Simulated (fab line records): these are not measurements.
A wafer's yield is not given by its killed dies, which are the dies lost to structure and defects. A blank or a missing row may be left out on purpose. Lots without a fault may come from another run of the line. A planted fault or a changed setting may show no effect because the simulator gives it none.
Which tool is to blame? / flow berkeley cmos170 / Sampling: 15 lots, 45 wafers, 6 of 331 route steps

== WHAT THE GAUGES READ, wafer by wafer ==
UCB170_FIELD_THK_MEAS_90.
lot=L764; measured=day 6 02:55; on=film metro-02; FIELD_OXIDE_LEFT_1_THK (nm)=423 428 423
lot=L766; measured=day 6 08:47; on=film metro-02; FIELD_OXIDE_LEFT_1_THK (nm)=448 448 444
lot=L765; measured=day 6 08:49; on=film metro-03; FIELD_OXIDE_LEFT_1_THK (nm)=454 442 451
lot=L767; measured=day 6 21:11; on=film metro-01; FIELD_OXIDE_LEFT_1_THK (nm)=448 445 447
lot=L770; measured=day 6 21:07; on=film metro-01; FIELD_OXIDE_LEFT_1_THK (nm)=466 455 467
lot=L768; measured=day 6 21:08; on=film metro-03; FIELD_OXIDE_LEFT_1_THK (nm)=475 463 465
lot=L769; measured=day 6 21:11; on=film metro-03; FIELD_OXIDE_LEFT_1_THK (nm)=445 452 450
lot=L772; measured=day 7 12:07; on=film metro-03; FIELD_OXIDE_LEFT_1_THK (nm)=449 452 457
lot=L778; measured=day 8 02:31; on=film metro-01; FIELD_OXIDE_LEFT_1_THK (nm)=439 445 442
lot=L779; measured=day 8 12:22; on=film metro-01; FIELD_OXIDE_LEFT_1_THK (nm)=444 459 453
lot=L781; measured=day 9 03:05; on=film metro-01; FIELD_OXIDE_LEFT_1_THK (nm)=469 466 471
lot=L784; measured=day 9 15:50; on=film metro-01; FIELD_OXIDE_LEFT_1_THK (nm)=454 448 454
lot=L785; measured=day 10 07:59; on=film metro-01; FIELD_OXIDE_LEFT_1_THK (nm)=444 445 440
lot=L786; measured=day 10 07:57; on=film metro-03; FIELD_OXIDE_LEFT_1_THK (nm)=445 448 446
lot=L787; measured=day 10 15:31; on=film metro-01; FIELD_OXIDE_LEFT_1_THK (nm)=433 431 431

UCB170_NLDD_TW_MEAS_11.
lot=L764; measured=day 7 17:38; on=film metro-04; NLDD_TW=2254 2238 2237
lot=L766; measured=day 7 23:57; on=film metro-01; NLDD_TW=2207 2204 2196
lot=L765; measured=day 8 00:20; on=film metro-01; NLDD_TW=2183 2198 2210
lot=L767; measured=day 8 11:19; on=film metro-04; NLDD_TW=2229 2230 2235
lot=L770; measured=day 8 11:52; on=film metro-04; NLDD_TW=2237 2230 2237
lot=L768; measured=day 8 11:34; on=film metro-01; NLDD_TW=2321 2334 2331
lot=L769; measured=day 8 10:35; on=film metro-02; NLDD_TW=2358 2346 2344
lot=L772; measured=day 9 12:19; on=film metro-04; NLDD_TW=2372 2383 2368
lot=L778; measured=day 10 05:20; on=film metro-01; NLDD_TW=2215 2208 2209
lot=L779; measured=day 10 15:05; on=film metro-02; NLDD_TW=2193 2197 2190
lot=L781; measured=day 11 10:26; on=film metro-01; NLDD_TW=2195 2180 2209
lot=L784; measured=day 11 11:19; on=film metro-01; NLDD_TW=2209 2207 2193
lot=L785; measured=day 12 00:42; on=film metro-02; NLDD_TW=2215 2220 2218
lot=L786; measured=day 12 01:10; on=film metro-01; NLDD_TW=2206 2197 2211
lot=L787; measured=day 12 10:10; on=film metro-04; NLDD_TW=2241 2244 2247

UCB170_SDANNEAL_RS_MEAS_05: measures by four-point-probe.
lot=L764; measured=day 8 06:11; on=film metro-01; NLDD_RS (ohm/sq)=615.8 615.6 614.1
lot=L766; measured=day 8 14:19; on=film metro-01; NLDD_RS (ohm/sq)=616.2 615.9 618.7
lot=L765; measured=day 8 13:50; on=film metro-01; NLDD_RS (ohm/sq)=616.3 618.8 618.8
lot=L767; measured=day 8 21:34; on=film metro-01; NLDD_RS (ohm/sq)=615.8 613.7 615.0
lot=L770; measured=day 8 21:45; on=film metro-04; NLDD_RS (ohm/sq)=615.4 613.9 615.8
lot=L768; measured=day 8 22:04; on=film metro-02; NLDD_RS (ohm/sq)=533.1 532.9 532.1
lot=L769; measured=day 8 22:29; on=film metro-04; NLDD_RS (ohm/sq)=529.6 529.9 531.4
lot=L772; measured=day 10 02:06; on=film metro-01; NLDD_RS (ohm/sq)=531.5 532.1 531.4
lot=L778; measured=day 10 18:22; on=film metro-04; NLDD_RS (ohm/sq)=617.6 617.2 615.7
lot=L779; measured=day 11 06:19; on=film metro-01; NLDD_RS (ohm/sq)=615.6 616.5 615.7
lot=L781; measured=day 11 22:31; on=film metro-01; NLDD_RS (ohm/sq)=617.6 619.7 618.3
lot=L784; measured=day 11 22:46; on=film metro-04; NLDD_RS (ohm/sq)=619.4 617.6 618.0
lot=L785; measured=day 12 12:28; on=film metro-01; NLDD_RS (ohm/sq)=615.2 615.6 615.1
lot=L786; measured=day 12 12:26; on=film metro-04; NLDD_RS (ohm/sq)=616.6 617.7 614.9
lot=L787; measured=day 12 22:38; on=film metro-04; NLDD_RS (ohm/sq)=613.1 614.0 612.1

== TOOL THAT RAN EACH LOT (tool first, then ch and the chambers of the sampled wafers, then the start) ==
lot=L764; UCB170_ACTIVE_ETCH_15=rie diel-03 ch 0,3, day 5 09:44; UCB170_NLDD_IMPLANT_08=implanter-04 ch 0, day 7 17:16; UCB170_SPACER_CVD_00=pecvd-02 ch 0,1,2, day 7 17:56
lot=L766; UCB170_ACTIVE_ETCH_15=rie diel-01 ch 1,2,3, day 5 18:53; UCB170_NLDD_IMPLANT_08=implanter-04 ch 0, day 7 23:34; UCB170_SPACER_CVD_00=pecvd-02 ch 0,1,2, day 8 00:11
lot=L765; UCB170_ACTIVE_ETCH_15=rie diel-04 ch 0,2,3, day 5 19:24; UCB170_NLDD_IMPLANT_08=implanter-03 ch 0, day 7 23:57; UCB170_SPACER_CVD_00=pecvd-01 ch 0,1, day 8 00:34
lot=L767; UCB170_ACTIVE_ETCH_15=rie diel-01 ch 2,3, day 6 01:37; UCB170_NLDD_IMPLANT_08=implanter-01 ch 0, day 8 10:55; UCB170_SPACER_CVD_00=pecvd-02 ch 0,1, day 8 11:33
lot=L770; UCB170_ACTIVE_ETCH_15=rie diel-04 ch 0,2,3, day 6 01:46; UCB170_NLDD_IMPLANT_08=implanter-03 ch 0, day 8 11:28; UCB170_SPACER_CVD_00=pecvd-04 ch 1,2, day 8 12:08
lot=L768; UCB170_ACTIVE_ETCH_15=rie diel-03 ch 0,3, day 6 01:54; UCB170_NLDD_IMPLANT_08=implanter-04 ch 0, day 8 11:12; UCB170_SPACER_CVD_00=pecvd-01 ch 0,1, day 8 11:49
lot=L769; UCB170_ACTIVE_ETCH_15=rie diel-04 ch 0,2,3, day 6 02:04; UCB170_NLDD_IMPLANT_08=implanter-04 ch 0, day 8 10:11; UCB170_SPACER_CVD_00=pecvd-04 ch 0,1,2, day 8 10:50
lot=L772; UCB170_ACTIVE_ETCH_15=rie diel-04 ch 0,2, day 6 20:04; UCB170_NLDD_IMPLANT_08=implanter-04 ch 0, day 9 11:56; UCB170_SPACER_CVD_00=pecvd-02 ch 1,2, day 9 12:43
lot=L778; UCB170_ACTIVE_ETCH_15=rie diel-01 ch 2,3, day 7 05:53; UCB170_NLDD_IMPLANT_08=implanter-01 ch 0, day 10 04:56; UCB170_SPACER_CVD_00=pecvd-01 ch 0,1,2, day 10 09:25
lot=L779; UCB170_ACTIVE_ETCH_15=rie diel-01 ch 0,2,3, day 7 17:04; UCB170_NLDD_IMPLANT_08=implanter-01 ch 0, day 10 14:41; UCB170_SPACER_CVD_00=pecvd-02 ch 0,1,2, day 10 15:20
lot=L781; UCB170_ACTIVE_ETCH_15=rie diel-04 ch 2,3, day 8 06:54; UCB170_NLDD_IMPLANT_08=implanter-01 ch 0, day 11 10:02; UCB170_SPACER_CVD_00=pecvd-04 ch 0,1,2, day 11 10:40
lot=L784; UCB170_ACTIVE_ETCH_15=rie diel-03 ch 0,2,3, day 8 16:40; UCB170_NLDD_IMPLANT_08=implanter-03 ch 0, day 11 10:56; UCB170_SPACER_CVD_00=pecvd-04 ch 0,2, day 11 11:47
lot=L785; UCB170_ACTIVE_ETCH_15=rie diel-04 ch 1,3, day 9 07:11; UCB170_NLDD_IMPLANT_08=implanter-03 ch 0, day 12 00:20; UCB170_SPACER_CVD_00=pecvd-04 ch 0,1, day 12 02:25
lot=L786; UCB170_ACTIVE_ETCH_15=rie diel-03 ch 0,1,3, day 9 07:28; UCB170_NLDD_IMPLANT_08=implanter-01 ch 0, day 12 00:46; UCB170_SPACER_CVD_00=pecvd-01 ch 1,2, day 12 02:25
lot=L787; UCB170_ACTIVE_ETCH_15=rie diel-04 ch 0,1, day 9 21:02; UCB170_NLDD_IMPLANT_08=implanter-01 ch 0, day 12 09:46; UCB170_SPACER_CVD_00=pecvd-02 ch 0,1,2, day 12 10:35
- UCB170_ACTIVE_ETCH_15: etches Si3N4 in CH3F/Ar/O2, stops on SiO2, target depth 242 nm, time 151 s.
- UCB170_NLDD_IMPLANT_08
- UCB170_SPACER_CVD_00: deposits SiO2 from TEOS/O2, target thk 376 nm, time 47 s.

== WHAT THE TOOLS THEMSELVES READ (means of the sampled wafers that have a number; where no wafer has one, the mark that the record gives instead) ==
UCB170_ACTIVE_ETCH_15.
lot=L764; tool=rie diel-03; drypump motor current A (A)=5.3; oes product au (a.u.)=0.953; throttle valve pct (%)=8.10
lot=L766; tool=rie diel-01; drypump motor current A (A)=5.3; oes product au (a.u.)=0.935; throttle valve pct (%)=8.08
lot=L765; tool=rie diel-04; drypump motor current A (A)=5.5; oes product au (a.u.)=0.937; throttle valve pct (%)=8.06
lot=L767; tool=rie diel-01; drypump motor current A (A)=5.2; oes product au (a.u.)=0.939; throttle valve pct (%)=8.06
lot=L770; tool=rie diel-04; drypump motor current A (A)=5.5; oes product au (a.u.)=0.937; throttle valve pct (%)=8.05
lot=L768; tool=rie diel-03; drypump motor current A (A)=5.3; oes product au (a.u.)=0.946; throttle valve pct (%)=8.06
lot=L769; tool=rie diel-04; drypump motor current A (A)=5.5; oes product au (a.u.)=0.934; throttle valve pct (%)=8.04
lot=L772; tool=rie diel-04; drypump motor current A (A)=5.8; oes product au (a.u.)=0.935; throttle valve pct (%)=8.05
lot=L778; tool=rie diel-01; drypump motor current A (A)=5.2; oes product au (a.u.)=0.935; throttle valve pct (%)=8.07
lot=L779; tool=rie diel-01; drypump motor current A (A)=5.6; oes product au (a.u.)=0.960; throttle valve pct (%)=8.09
lot=L781; tool=rie diel-04; drypump motor current A (A)=5.5; oes product au (a.u.)=0.939; throttle valve pct (%)=8.04
lot=L784; tool=rie diel-03; drypump motor current A (A)=5.3; oes product au (a.u.)=0.951; throttle valve pct (%)=8.07
lot=L785; tool=rie diel-04; drypump motor current A (A)=5.5; oes product au (a.u.)=0.952; throttle valve pct (%)=7.99
lot=L786; tool=rie diel-03; drypump motor current A (A)=5.5; oes product au (a.u.)=0.950; throttle valve pct (%)=8.13
lot=L787; tool=rie diel-04; drypump motor current A (A)=5.2; oes product au (a.u.)=0.946; throttle valve pct (%)=8.03

UCB170_NLDD_IMPLANT_08.
lot=L764; tool=implanter-04; beam energy keV=30.015; dose ions cm2=5.002e+13; faraday current uA=161
lot=L766; tool=implanter-04; beam energy keV=30.002; dose ions cm2=5.003e+13; faraday current uA=157
lot=L765; tool=implanter-03; beam energy keV=30.001; dose ions cm2=5.006e+13; faraday current uA=159
lot=L767; tool=implanter-01; beam energy keV=30.006; dose ions cm2=4.998e+13; faraday current uA=158
lot=L770; tool=implanter-03; beam energy keV=30.007; dose ions cm2=5.005e+13; faraday current uA=157
lot=L768; tool=implanter-04; beam energy keV=30.010; dose ions cm2=7.432e+13; faraday current uA=234
lot=L769; tool=implanter-04; beam energy keV=30.002; dose ions cm2=7.447e+13; faraday current uA=240
lot=L772; tool=implanter-04; beam energy keV=30.002; dose ions cm2=7.446e+13; faraday current uA=236
lot=L778; tool=implanter-01; beam energy keV=30.002; dose ions cm2=4.991e+13; faraday current uA=159
lot=L779; tool=implanter-01; beam energy keV=29.997; dose ions cm2=5.000e+13; faraday current uA=159
lot=L781; tool=implanter-01; beam energy keV=30.006; dose ions cm2=4.999e+13; faraday current uA=161
lot=L784; tool=implanter-03; beam energy keV=29.995; dose ions cm2=5.005e+13; faraday current uA=157
lot=L785; tool=implanter-03; beam energy keV=29.988; dose ions cm2=5.003e+13; faraday current uA=159
lot=L786; tool=implanter-01; beam energy keV=29.998; dose ions cm2=4.998e+13; faraday current uA=161
lot=L787; tool=implanter-01; beam energy keV=30.000; dose ions cm2=5.001e+13; faraday current uA=156

UCB170_SPACER_CVD_00.
lot=L764; tool=pecvd-02; heater power w (W)=286
lot=L766; tool=pecvd-02; heater power w (W)=259
lot=L765; tool=pecvd-01; heater power w (W)=256
lot=L767; tool=pecvd-02; heater power w (W)=280
lot=L770; tool=pecvd-04; heater power w (W)=221
lot=L768; tool=pecvd-01; heater power w (W)=263
lot=L769; tool=pecvd-04; heater power w (W)=248
lot=L772; tool=pecvd-02; heater power w (W)=333
lot=L778; tool=pecvd-01; heater power w (W)=262
lot=L779; tool=pecvd-02; heater power w (W)=281
lot=L781; tool=pecvd-04; heater power w (W)=270
lot=L784; tool=pecvd-04; heater power w (W)=266
lot=L785; tool=pecvd-04; heater power w (W)=276
lot=L786; tool=pecvd-01; heater power w (W)=246
lot=L787; tool=pecvd-02; heater power w (W)=255

== THE ANSWER, worked out from the rows above alone ==
Rule: the usual values come from the lots themselves. Put in order of their means at a reading, lots are off if they are a third of the lots or fewer, leave a main group of 4 or more, and stand apart from it by a gap of 3 or more times the standard deviation of the main group's means; of several such gaps the widest counts. The tables above print the reading to a certain number of digits; a main group whose means all agree to those digits is not used. A lot without any number at a reading at which 4 lots or more have one is off too. Any other lot the step has rows for is counted as sound. After the gauges, taken in route order, come the tools' own readings; for these a lot's mean is taken, as printed above. The first step at which some lot is off is used, and at that step the reading that is off furthest; a lot without a number counts as furthest.
Off: L768, L769, L772, seen at UCB170_NLDD_TW_MEAS_11 (NLDD_TW). The main group: mean 2215, standard deviation 18.
A tool fits if, at a process step before that reading, it ran every lot that is off, and no sound lot after the first of them. The gauges at UCB170_NLDD_TW_MEAS_11 aren't tried: what is off there is off at UCB170_NLDD_IMPLANT_08 too, on other tools, and a gauge's error can't cause that. One fits: implanter-04 at UCB170_NLDD_IMPLANT_08. A fault onset in the window from L766 (day 7 23:34, its last sound lot) to L769 (day 8 10:11, its first lot off) fits.
The tool's own readings at UCB170_NLDD_IMPLANT_08 bear it out: on the lots that are off they differ by more than 5 times the standard deviation of the sound lots' means. dose ions cm2 reads 7.442e+13 there against 5.001e+13 on the sound lots; faraday current uA reads 237 there against 159 on the sound lots.

== WHAT HAD BEEN PUT IN BY THE SIMULATOR ==
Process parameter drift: implanter-04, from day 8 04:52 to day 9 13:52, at UCB170_NLDD_IMPLANT_08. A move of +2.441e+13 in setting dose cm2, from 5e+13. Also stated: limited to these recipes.
Lots struck among those shown: L768, L769, L772. The rule above found the same.
